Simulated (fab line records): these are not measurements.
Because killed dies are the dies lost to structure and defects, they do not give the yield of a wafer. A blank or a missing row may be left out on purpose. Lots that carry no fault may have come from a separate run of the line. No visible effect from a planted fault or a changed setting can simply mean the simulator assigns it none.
The tool behind it: which one? || flow berkeley-cmos170 || 14 lots, 42 wafers sampled, at 4 steps of a route of 331

== WHAT THE GAUGES READ, wafer by wafer ==
UCB170_NSD_OVL_MEAS_07. Usual: NSD_OVL typically reads -1 nm, with standard deviation 4.8.
{"lot": "L664", "measured": "day 8 00:02", "on": "overlay-02", "NSD_OVL (nm)": "-2 -1 0", "flag": ""}
{"lot": "L663", "measured": "day 8 04:22", "on": "overlay-01", "NSD_OVL (nm)": "15 -4 2", "flag": ""}
{"lot": "L668", "measured": "day 8 17:47", "on": "overlay-01", "NSD_OVL (nm)": "2 1 6", "flag": ""}
{"lot": "L667", "measured": "day 8 18:12", "on": "overlay-01", "NSD_OVL (nm)": "1 4 1", "flag": ""}
{"lot": "L666", "measured": "day 8 19:05", "on": "overlay-01", "NSD_OVL (nm)": "-3 -1 -4", "flag": ""}
{"lot": "L676", "measured": "day 10 12:38", "on": "overlay-02", "NSD_OVL (nm)": "6 4 6", "flag": ""}
{"lot": "L678", "measured": "day 10 23:41", "on": "overlay-02", "NSD_OVL (nm)": "-4 -7 -7", "flag": ""}
{"lot": "L677", "measured": "day 10 23:25", "on": "overlay-02", "NSD_OVL (nm)": "-9 -3 -6", "flag": ""}
{"lot": "L681", "measured": "day 11 15:59", "on": "overlay-02", "NSD_OVL (nm)": "-10 -1 -8", "flag": ""}
{"lot": "L684", "measured": "day 12 09:07", "on": "overlay-02", "NSD_OVL (nm)": "2 -2 3", "flag": ""}
{"lot": "L682", "measured": "day 12 08:52", "on": "overlay-02", "NSD_OVL (nm)": "4 -1 8", "flag": ""}
{"lot": "L683", "measured": "day 12 09:25", "on": "overlay-01", "NSD_OVL (nm)": "-5 -7 1", "flag": ""}
{"lot": "L685", "measured": "day 12 09:14", "on": "overlay-02", "NSD_OVL (nm)": "-1 -5 -2", "flag": ""}
{"lot": "L686", "measured": "day 12 10:57", "on": "overlay-01", "NSD_OVL (nm)": "-1 5 3", "flag": ""}

UCB170_M3_OVL_MEAS_16. Usual: M3_OVL typically reads 1 nm, with standard deviation 5.2.
{"lot": "L664", "measured": "day 9 02:50", "on": "overlay-01", "M3_OVL (nm)": "-1 -5 1", "flag": ""}
{"lot": "L663", "measured": "day 9 08:50", "on": "overlay-02", "M3_OVL (nm)": "3 -4 5", "flag": ""}
{"lot": "L668", "measured": "day 9 16:52", "on": "overlay-02", "M3_OVL (nm)": "-3 -1 -13", "flag": ""}
{"lot": "L667", "measured": "day 10 00:55", "on": "overlay-01", "M3_OVL (nm)": "0 8 2", "flag": ""}
{"lot": "L666", "measured": "day 9 22:47", "on": "overlay-01", "M3_OVL (nm)": "4 -3 -6", "flag": ""}
{"lot": "L676", "measured": "day 11 10:59", "on": "overlay-02", "M3_OVL (nm)": "-2 3 3", "flag": ""}
{"lot": "L678", "measured": "day 12 08:58", "on": "overlay-01", "M3_OVL (nm)": "0 -3 2", "flag": ""}
{"lot": "L677", "measured": "day 12 03:19", "on": "overlay-01", "M3_OVL (nm)": "4 -2 4", "flag": ""}
{"lot": "L681", "measured": "day 12 21:41", "on": "overlay-02", "M3_OVL (nm)": "1 -5 11", "flag": ""}
{"lot": "L684", "measured": "day 13 14:47", "on": "overlay-01", "M3_OVL (nm)": "3 -2 0", "flag": ""}
{"lot": "L682", "measured": "day 13 10:10", "on": "overlay-02", "M3_OVL (nm)": "7 7 14", "flag": ""}
{"lot": "L683", "measured": "day 13 15:01", "on": "overlay-01", "M3_OVL (nm)": "3 4 -1", "flag": ""}
{"lot": "L685", "measured": "day 13 15:17", "on": "overlay-01", "M3_OVL (nm)": "-1 3 -5", "flag": ""}
{"lot": "L686", "measured": "day 13 15:46", "on": "overlay-01", "M3_OVL (nm)": "4 4 -1", "flag": ""}

== WHICH TOOL RAN EACH LOT (tool, then ch and the chambers of the sampled wafers, then the start) ==
{"lot": "L664", "UCB170_NLDD_DEVELOP_05": "litho-track-01 ch 0, day 7 16:00", "UCB170_CONTACT_STRIP_19": "plasma-asher-01 ch 0,1, day 8 08:16"}
{"lot": "L663", "UCB170_NLDD_DEVELOP_05": "litho-track-04 ch 0, day 7 17:00", "UCB170_CONTACT_STRIP_19": "plasma-asher-03 ch 0,1, day 8 11:35"}
{"lot": "L668", "UCB170_NLDD_DEVELOP_05": "litho-track-02 ch 0, day 8 04:00", "UCB170_CONTACT_STRIP_19": "plasma-asher-04 ch 0,1, day 9 02:26"}
{"lot": "L667", "UCB170_NLDD_DEVELOP_05": "litho-track-02 ch 0, day 8 06:00", "UCB170_CONTACT_STRIP_19": "plasma-asher-04 ch 0,1, day 9 05:55"}
{"lot": "L666", "UCB170_NLDD_DEVELOP_05": "litho-track-04 ch 0, day 8 06:00", "UCB170_CONTACT_STRIP_19": "plasma-asher-03 ch 0,1, day 9 05:36"}
{"lot": "L676", "UCB170_NLDD_DEVELOP_05": "litho-track-02 ch 0, day 10 02:00", "UCB170_CONTACT_STRIP_19": "plasma-asher-03 ch 0,1, day 10 21:50"}
{"lot": "L678", "UCB170_NLDD_DEVELOP_05": "litho-track-01, day 10 14:00", "UCB170_CONTACT_STRIP_19": "plasma-asher-04 ch 0,1, day 11 12:17"}
{"lot": "L677", "UCB170_NLDD_DEVELOP_05": "litho-track-01, day 10 14:00", "UCB170_CONTACT_STRIP_19": "plasma-asher-01 ch 1, day 11 06:47"}
{"lot": "L681", "UCB170_NLDD_DEVELOP_05": "litho-track-02 ch 0, day 11 02:00", "UCB170_CONTACT_STRIP_19": "plasma-asher-01 ch 0,1, day 11 23:54"}
{"lot": "L684", "UCB170_NLDD_DEVELOP_05": "litho-track-04 ch 0, day 11 20:00", "UCB170_CONTACT_STRIP_19": "plasma-asher-01 ch 0, day 12 17:17"}
{"lot": "L682", "UCB170_NLDD_DEVELOP_05": "litho-track-04 ch 0, day 11 21:00", "UCB170_CONTACT_STRIP_19": "plasma-asher-01 ch 0,1, day 12 16:36"}
{"lot": "L683", "UCB170_NLDD_DEVELOP_05": "litho-track-04 ch 0, day 11 21:00", "UCB170_CONTACT_STRIP_19": "plasma-asher-01 ch 0,1, day 12 20:52"}
{"lot": "L685", "UCB170_NLDD_DEVELOP_05": "litho-track-01 ch 0, day 11 23:00", "UCB170_CONTACT_STRIP_19": "plasma-asher-01 ch 0,1, day 12 17:00"}
{"lot": "L686", "UCB170_NLDD_DEVELOP_05": "litho-track-01 ch 0, day 11 23:00", "UCB170_CONTACT_STRIP_19": "plasma-asher-03 ch 0,1, day 12 21:10"}
- UCB170_NLDD_DEVELOP_05: develop time 45 s.
- UCB170_CONTACT_STRIP_19: strips in O2.

== WHAT THE TOOLS THEMSELVES READ (means of the sampled wafers that have a number; where no wafer has one, the mark that the record gives instead) ==
UCB170_NLDD_DEVELOP_05. Usual: chill-plate-temp-C 23.00 C, standard deviation 0.11.
{"lot": "L664", "tool": "litho-track-01", "chill-plate-temp-C (C)": 23.15, "flag": ""}
{"lot": "L663", "tool": "litho-track-04", "chill-plate-temp-C (C)": 23.03, "flag": ""}
{"lot": "L668", "tool": "litho-track-02", "chill-plate-temp-C (C)": 22.93, "flag": ""}
{"lot": "L667", "tool": "litho-track-02", "chill-plate-temp-C (C)": 23.07, "flag": ""}
{"lot": "L666", "tool": "litho-track-04", "chill-plate-temp-C (C)": 22.99, "flag": ""}
{"lot": "L676", "tool": "litho-track-02", "chill-plate-temp-C (C)": 22.99, "flag": ""}
{"lot": "L678", "tool": "litho-track-01", "chill-plate-temp-C (C)": "-", "flag": "OFF"}
{"lot": "L677", "tool": "litho-track-01", "chill-plate-temp-C (C)": "-", "flag": "OFF"}
{"lot": "L681", "tool": "litho-track-02", "chill-plate-temp-C (C)": 23.04, "flag": ""}
{"lot": "L684", "tool": "litho-track-04", "chill-plate-temp-C (C)": 23.08, "flag": ""}
{"lot": "L682", "tool": "litho-track-04", "chill-plate-temp-C (C)": 22.81, "flag": ""}
{"lot": "L683", "tool": "litho-track-04", "chill-plate-temp-C (C)": 22.99, "flag": ""}
{"lot": "L685", "tool": "litho-track-01", "chill-plate-temp-C (C)": 23.10, "flag": ""}
{"lot": "L686", "tool": "litho-track-01", "chill-plate-temp-C (C)": 22.94, "flag": ""}

UCB170_CONTACT_STRIP_19. Usual: drypump-motor-current-A 6.02 A, standard deviation 0.24; oes-product-au 0.725 a.u., standard deviation 0.0041.
{"lot": "L664", "tool": "plasma-asher-01", "drypump-motor-current-A (A)": 6.11, "oes-product-au (a.u.)": 0.726, "flag": ""}
{"lot": "L663", "tool": "plasma-asher-03", "drypump-motor-current-A (A)": 5.96, "oes-product-au (a.u.)": 0.724, "flag": ""}
{"lot": "L668", "tool": "plasma-asher-04", "drypump-motor-current-A (A)": 6.13, "oes-product-au (a.u.)": 0.726, "flag": ""}
{"lot": "L667", "tool": "plasma-asher-04", "drypump-motor-current-A (A)": 6.17, "oes-product-au (a.u.)": 0.728, "flag": ""}
{"lot": "L666", "tool": "plasma-asher-03", "drypump-motor-current-A (A)": 5.95, "oes-product-au (a.u.)": 0.727, "flag": ""}
{"lot": "L676", "tool": "plasma-asher-03", "drypump-motor-current-A (A)": 5.79, "oes-product-au (a.u.)": 0.727, "flag": ""}
{"lot": "L678", "tool": "plasma-asher-04", "drypump-motor-current-A (A)": 6.10, "oes-product-au (a.u.)": 0.722, "flag": ""}
{"lot": "L677", "tool": "plasma-asher-01", "drypump-motor-current-A (A)": 5.74, "oes-product-au (a.u.)": 0.726, "flag": ""}
{"lot": "L681", "tool": "plasma-asher-01", "drypump-motor-current-A (A)": 5.96, "oes-product-au (a.u.)": 0.724, "flag": ""}
{"lot": "L684", "tool": "plasma-asher-01", "drypump-motor-current-A (A)": 6.32, "oes-product-au (a.u.)": 0.725, "flag": ""}
{"lot": "L682", "tool": "plasma-asher-01", "drypump-motor-current-A (A)": 6.13, "oes-product-au (a.u.)": 0.726, "flag": ""}
{"lot": "L683", "tool": "plasma-asher-01", "drypump-motor-current-A (A)": 5.93, "oes-product-au (a.u.)": 0.728, "flag": ""}
{"lot": "L685", "tool": "plasma-asher-01", "drypump-motor-current-A (A)": 6.13, "oes-product-au (a.u.)": 0.723, "flag": ""}
{"lot": "L686", "tool": "plasma-asher-03", "drypump-motor-current-A (A)": 5.97, "oes-product-au (a.u.)": 0.726, "flag": ""}

== THE ANSWER, worked out from the rows above alone ==
Rule: lot off if the mean of its wafers having a number is beyond 3 standard deviations from the usual mean. A lot without any number at a reading at which 4 lots or more have one is off too. Where the step has rows for the other lots, those lots are counted as sound. First the gauges in route order, then the tools' own readings, where a lot's mean is used as printed above. The first step at which some lot is off is used, and at that step the reading that is off furthest; a lot without a number counts as furthest.
Off, at UCB170_NLDD_DEVELOP_05 on chill-plate-temp-C: L678, L677. Without a number there: L678, L677.
If a tool, at that step or one of the process steps before it, ran each lot that is off and ran no sound lot following the first of them, it fits. Of those tried, none fits.

== WHAT HAD BEEN PUT IN BY THE SIMULATOR ==
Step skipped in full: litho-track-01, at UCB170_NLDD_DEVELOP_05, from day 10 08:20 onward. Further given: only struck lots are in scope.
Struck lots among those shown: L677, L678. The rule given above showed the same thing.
